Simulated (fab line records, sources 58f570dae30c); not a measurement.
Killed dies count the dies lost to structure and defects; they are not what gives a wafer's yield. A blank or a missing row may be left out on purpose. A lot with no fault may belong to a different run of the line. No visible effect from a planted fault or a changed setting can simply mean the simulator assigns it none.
Which of the tools did it? + flow berkeley cmos170 + 15 lots with 45 wafers sampled at 4 steps, on a route of 331 steps

== WHAT THE GAUGES READ, wafer by wafer ==
UCB170_NWELL_THK_MEAS_02. Usual: NWELL_OXIDE_THK gives 26.4 nm (standard deviation 0.45).
| lot  | measured    | on            | NWELL_OXIDE_THK (nm) | flag |
|------|-------------|---------------|----------------------|------|
| L710 | day 1 21:34 | film metro-02 | 27.1 26.6 26.9       |      |
| L711 | day 2 04:05 | film metro-03 | 26.1 26.3 26.5       |      |
| L712 | day 2 11:07 | film metro-02 | 25.5 25.9 25.7       |      |
| L713 | day 2 15:41 | film metro-03 | 26.6 26.5 26.5       |      |
| L714 | day 2 18:16 | film metro-02 | 26.0 25.7 25.4       |      |
| L716 | day 3 04:18 | film metro-04 | 25.5 25.5 25.5       |      |
| L718 | day 3 14:04 | film metro-04 | 26.4 26.5 25.9       |      |
| L719 | day 3 19:45 | film metro-04 | 26.0 26.3 26.9       |      |
| L720 | day 3 23:16 | film metro-04 | 25.5 26.0 26.2       |      |
| L722 | day 4 13:24 | film metro-02 | 26.5 26.8 26.6       |      |
| L723 | day 4 16:52 | film metro-03 | 27.2 27.1 26.7       |      |
| L725 | day 5 02:59 | film metro-04 | 26.9 27.0 26.4       |      |
| L727 | day 5 11:31 | film metro-02 | 26.4 26.1 26.3       |      |
| L728 | day 5 19:56 | film metro-02 | 25.9 26.4 26.0       |      |
| L732 | day 6 22:41 | film metro-04 | 26.0 26.6 27.0       |      |

UCB170_NSD_TW_MEAS_10. Usual: NSD_TW gives 4188 (standard deviation 23).
| lot  | measured     | on            | NSD_TW         | flag |
|------|--------------|---------------|----------------|------|
| L710 | day 6 18:04  | film metro-04 | 4212 4150 4162 |      |
| L711 | day 7 00:29  | film metro-04 | 4187 4179 4179 |      |
| L712 | day 7 18:37  | film metro-03 | 4188 4176 4193 |      |
| L713 | day 7 20:38  | film metro-04 | 4173 4156 4181 |      |
| L714 | day 7 13:59  | film metro-03 | 4203 4193 4167 |      |
| L716 | day 7 20:49  | film metro-03 | 4161 4153 4189 |      |
| L718 | day 8 15:53  | film metro-03 | 4167 4153 4178 |      |
| L719 | day 8 13:46  | film metro-01 | 4221 4222 4220 |      |
| L720 | day 8 19:55  | film metro-03 | 4177 4179 4185 |      |
| L722 | day 9 06:18  | film metro-04 | 4195 4215 4195 |      |
| L723 | day 9 06:01  | film metro-03 | 4188 4198 4185 |      |
| L725 | day 9 20:23  | film metro-01 | 30 30 30       | OFF  |
| L727 | day 10 07:50 | film metro-04 | 30 30 30       | OFF  |
| L728 | day 10 08:16 | film metro-03 | 30 30 30       | OFF  |
| L732 | day 11 19:34 | film metro-01 | 4223 4235 4242 |      |

== WHAT TOOL EACH LOT RAN ON (gives the tool, then ch and the chambers of the sampled wafers, and finally the start) ==
| lot  | UCB170_PSD_STRIP_09                  | UCB170_NSD_STRIP_09                  |
|------|--------------------------------------|--------------------------------------|
| L710 | plasma asher-02 ch 0,1, day 6 16:11  | plasma asher-04 ch 0,1, day 6 17:57  |
| L711 | plasma asher-03 ch 0,1, day 6 22:35  | plasma asher-04 ch 0,1, day 7 00:23  |
| L712 | plasma asher-04 ch 0,1, day 7 14:46  | plasma asher-02 ch 0,1, day 7 18:31  |
| L713 | plasma asher-02 ch 0,1, day 7 18:59  | plasma asher-02 ch 0,1, day 7 20:32  |
| L714 | plasma asher-03 ch 1, day 7 12:16    | plasma asher-02 ch 0, day 7 13:53    |
| L716 | plasma asher-03 ch 0,1, day 7 19:14  | plasma asher-04 ch 0,1, day 7 20:43  |
| L718 | plasma asher-02 ch 0, day 8 12:29    | plasma asher-01 ch 0,1, day 8 15:47  |
| L719 | plasma asher-02 ch 0,1, day 8 11:52  | plasma asher-04 ch 0,1, day 8 13:40  |
| L720 | plasma asher-02 ch 0,1, day 8 17:41  | plasma asher-02 ch 0,1, day 8 19:46  |
| L722 | plasma asher-04 ch 0,1, day 9 04:04  | plasma asher-04 ch 0,1, day 9 06:12  |
| L723 | plasma asher-03 ch 0,1, day 9 03:49  | plasma asher-04 ch 1, day 9 05:55    |
| L725 | plasma asher-04 ch 0,1, day 9 18:21  | plasma asher-02 ch 0,1, day 9 20:17  |
| L727 | plasma asher-04 ch 0,1, day 10 05:25 | plasma asher-01 ch 0,1, day 10 07:45 |
| L728 | plasma asher-03 ch 0,1, day 10 05:35 | plasma asher-04 ch 0,1, day 10 08:09 |
| L732 | plasma asher-02 ch 0,1, day 11 17:06 | plasma asher-02 ch 0,1, day 11 19:28 |
- UCB170_PSD_STRIP_09: strips in O2.
- UCB170_NSD_STRIP_09: strips in O2.

== AS READ BY THE TOOLS THEMSELVES (means over the sampled wafers that have a number; for cases with no such wafer, the mark the record gives instead) ==
UCB170_PSD_STRIP_09. Usual: chamber pressure mTorr 3501 mTorr, standard deviation 3.2; drypump motor current A 5.90 A, standard deviation 0.25; oes product au 0.601 a.u., standard deviation 0.0045; strip time to endpoint s 29.38 s, standard deviation 0.076.
| lot  | tool            | chamber pressure mTorr (mTorr) | drypump motor current A (A) | oes product au (a.u.) | strip time to endpoint s (s) | flag |
|------|-----------------|--------------------------------|-----------------------------|-----------------------|------------------------------|------|
| L710 | plasma asher-02 | 3502                           | 5.80                        | 0.599                 | 29.37                        |      |
| L711 | plasma asher-03 | 3501                           | 5.83                        | 0.600                 | 29.45                        |      |
| L712 | plasma asher-04 | 3501                           | 6.05                        | 0.600                 | 29.36                        |      |
| L713 | plasma asher-02 | 3499                           | 5.67                        | 0.601                 | 29.43                        |      |
| L714 | plasma asher-03 | 3502                           | 5.89                        | 0.605                 | 29.37                        |      |
| L716 | plasma asher-03 | 3497                           | 5.85                        | 0.601                 | 29.42                        |      |
| L718 | plasma asher-02 | 3503                           | 5.55                        | 0.597                 | 29.41                        |      |
| L719 | plasma asher-02 | 3502                           | 5.68                        | 0.602                 | 29.50                        |      |
| L720 | plasma asher-02 | 3502                           | 5.81                        | 0.599                 | 29.41                        |      |
| L722 | plasma asher-04 | 3498                           | 6.25                        | 0.603                 | 29.35                        |      |
| L723 | plasma asher-03 | 3500                           | 5.81                        | 0.606                 | 29.38                        |      |
| L725 | plasma asher-04 | -                              | -                           | -                     | -                            | OFF  |
| L727 | plasma asher-04 | -                              | -                           | -                     | -                            | OFF  |
| L728 | plasma asher-03 | -                              | -                           | -                     | -                            | OFF  |
| L732 | plasma asher-02 | 3499                           | 5.79                        | 0.601                 | 29.33                        |      |

UCB170_NSD_STRIP_09. Usual: chamber pressure mTorr 3500 mTorr, standard deviation 3.5; drypump motor current A 5.7 A, standard deviation 0.47; oes product au 0.534 a.u., standard deviation 0.0044; strip time to endpoint s 35.85 s, standard deviation 0.097.
| lot  | tool            | chamber pressure mTorr (mTorr) | drypump motor current A (A) | oes product au (a.u.) | strip time to endpoint s (s) | flag |
|------|-----------------|--------------------------------|-----------------------------|-----------------------|------------------------------|------|
| L710 | plasma asher-04 | 3497                           | 6.0                         | 0.537                 | 36.00                        |      |
| L711 | plasma asher-04 | 3499                           | 6.0                         | 0.532                 | 35.85                        |      |
| L712 | plasma asher-02 | 3500                           | 5.6                         | 0.530                 | 35.95                        |      |
| L713 | plasma asher-02 | 3500                           | 5.7                         | 0.539                 | 35.76                        |      |
| L714 | plasma asher-02 | 3499                           | 5.6                         | 0.528                 | 35.84                        |      |
| L716 | plasma asher-04 | 3505                           | 6.0                         | 0.534                 | 35.79                        |      |
| L718 | plasma asher-01 | 3503                           | 5.2                         | 0.534                 | 35.93                        |      |
| L719 | plasma asher-04 | 3503                           | 6.2                         | 0.533                 | 35.83                        |      |
| L720 | plasma asher-02 | 3500                           | 5.6                         | 0.534                 | 35.72                        |      |
| L722 | plasma asher-04 | 3503                           | 6.2                         | 0.535                 | 35.91                        |      |
| L723 | plasma asher-04 | 3498                           | 6.5                         | 0.535                 | 35.94                        |      |
| L725 | plasma asher-02 | 3497                           | 5.8                         | 0.618                 | 62.15                        | OFF  |
| L727 | plasma asher-01 | 3496                           | 5.1                         | 0.621                 | 62.16                        | OFF  |
| L728 | plasma asher-04 | 3504                           | 6.3                         | 0.623                 | 62.20                        | OFF  |
| L732 | plasma asher-02 | 3500                           | 5.8                         | 0.535                 | 35.77                        |      |

== THE ANSWER, worked out from the rows above alone ==
Rule: a lot is off if the mean of its wafers that have a number lies more than 3 standard deviations from the usual mean. Also off: a lot with no number at a reading for which 4 or more lots have one. All remaining lots with rows at the step are treated as sound. After the gauges, taken in route order, come the tools' own readings; for these a lot's mean is taken, as printed above. At the first step where some lot is off, the reading lying furthest off is the one used; lots without a number count as furthest.
Off: at UCB170_NSD_TW_MEAS_10 (NSD_TW), L725, L727, L728.
A tool fits if, at a process step before that reading, it ran every lot that is off, and no sound lot after the first of them. Not tried: the gauges at UCB170_NSD_TW_MEAS_10; whatever is off there is also off at UCB170_PSD_STRIP_09, on other tools, and gauge error can't account for it. No candidate that was tried fits.

== WHAT THE SIMULATOR PUT IN ==
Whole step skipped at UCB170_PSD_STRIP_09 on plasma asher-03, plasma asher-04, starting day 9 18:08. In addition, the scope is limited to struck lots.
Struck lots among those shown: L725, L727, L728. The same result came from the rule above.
